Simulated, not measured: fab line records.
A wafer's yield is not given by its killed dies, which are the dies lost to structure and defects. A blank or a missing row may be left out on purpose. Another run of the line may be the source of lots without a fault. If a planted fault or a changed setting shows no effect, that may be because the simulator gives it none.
A lot that was struck, set against a sound lot | flow rit-cmos | 18 out of 202 route steps
Sound: wafers L374.1, L374.3, L374.6. Wafers struck: L377.2, L377.5, L377.6. Last of all comes the cause.
For every step that has rows: the tool of each side, followed by ch and its chambers, followed by its first start. Under that, the readings that differ: sound wafers | struck wafers | difference of the means | sigmas: that difference in standard deviations of wafers without a fault.
alike: readings whose means differ by less than 2 such deviations, and words and numbers that are the same on both sides. not compared: withheld readings, readings that some wafer has no value for, bounds like >300 that may hide the same value, and numbers for which the record gives no deviation and whose values overlap.
A row with sigmas, a row that says differs or no value, or rows on one side alone: a step with any of these is where the two part. Non-overlapping numbers with no deviation appear without sigmas and do not part them. A reading that every wafer of one side lacks parts them only if that side has two wafers or more.

first, 4 steps without rows for these wafers: RIT_NWELL_SOFTBAKE_02 (time 60 s); RIT_NWELL_EXPOSE_03 (exposes mask M2, target cd 43900 nm); RIT_NWELL_PEB_04; RIT_NWELL_DEVELOP_05 (develop time 68 s).
RIT_NWELL_OVL_MEAS_06:
  sound: overlay-02 at day 1 20:21; struck: overlay-01 at day 2 11:34
  alike: NWELL_OVL
then, 2 steps without rows for these wafers: RIT_NWELL_HARDBAKE_07 (time 120 s); RIT_NWELL_IMPLANT_08.
RIT_NWELL_STRIP_09: strips in O2, time 180 s.
  sound on plasma-asher-02 ch 1, day 1 20:47; struck on plasma-asher-02 ch 0,1, day 2 12:00
  alike: drypump-motor-current-A
  not compared: rf-hours-counter-h
RIT_NWELL_TW_MEAS_10:
  sound: film-metro-03 at day 1 20:58; struck: film-metro-01 at day 2 12:11
  reading  | sound          | struck         | difference | sigmas
  NWELL_TW | 2140 2143 2139 | 2181 2180 2185 | +41        | +2
then, 3 steps without rows for these wafers: RIT_PWELL_HMDS_00 (prime time 60 s); RIT_PWELL_COAT_01 (resist thk 1300 nm); RIT_PWELL_SOFTBAKE_02 (time 60 s).
RIT_PWELL_EXPOSE_03: exposes mask M3, target cd 43700 nm.
  sound on iline-stepper-02 ch 0, day 1 21:28; struck on iline-stepper-02 ch 0, day 2 12:43
  reading                       | sound                   | struck            | difference | sigmas
  model.PWELL.overlay-x-nm (nm) | -0.1023 -0.1023 -0.1023 | 420.4 420.4 420.4 | +420.5     |
  alike: mask, stage-vel-mm-s
then, 2 steps without rows for these wafers: RIT_PWELL_PEB_04; RIT_PWELL_DEVELOP_05 (develop time 68 s).
RIT_PWELL_OVL_MEAS_06:
  sound: overlay-01 at day 1 21:56; struck: overlay-01 at day 2 13:07
  reading        | sound        | struck            | difference | sigmas
  PWELL_OVL (nm) | 1.8 0.5 -1.2 | 419.7 418.3 420.3 | +419.1     | +99 or more
then, 1 step without rows for these wafers: RIT_PWELL_HARDBAKE_07 (time 120 s).
RIT_M1_PROBE_99:
  sound: prober-01 at day 3 08:17; struck: prober-02 at day 4 01:43
  reading                                        | sound               | struck              | difference | sigmas
  model.etest.well-edge-left.line-ohm-um         | 182.4 184.6 182.5   | 228 222.8 228.1     | +43        |
  model.etest.well-edge-right.line-ohm-um        | 186.6 181.7 180.9   | 160.2 158.2 161     | -23.3      |
  model.etest.iso-nwell-nwell.bv-v (V)           | 21.82 22.69 22.16   | 19.61 19.96 19.77   | -2.44      |
  model.etest.iso-nplus-nwell.lateral-log10-a-um | -9.415 -9.43 -9.469 | -9.51 -9.565 -9.532 | -0.10      |
  alike: killed-at-contacts, killed-at-front-end, killed-dies, killed-open, killed-short

== WHERE THEY PART ==
Earliest at RIT_NWELL_TW_MEAS_10; latest, in this record, at RIT_PWELL_OVL_MEAS_06. Later steps at which nothing parts them and some readings are alike: RIT_M1_PROBE_99.

WHY: whatever the simulator had introduced
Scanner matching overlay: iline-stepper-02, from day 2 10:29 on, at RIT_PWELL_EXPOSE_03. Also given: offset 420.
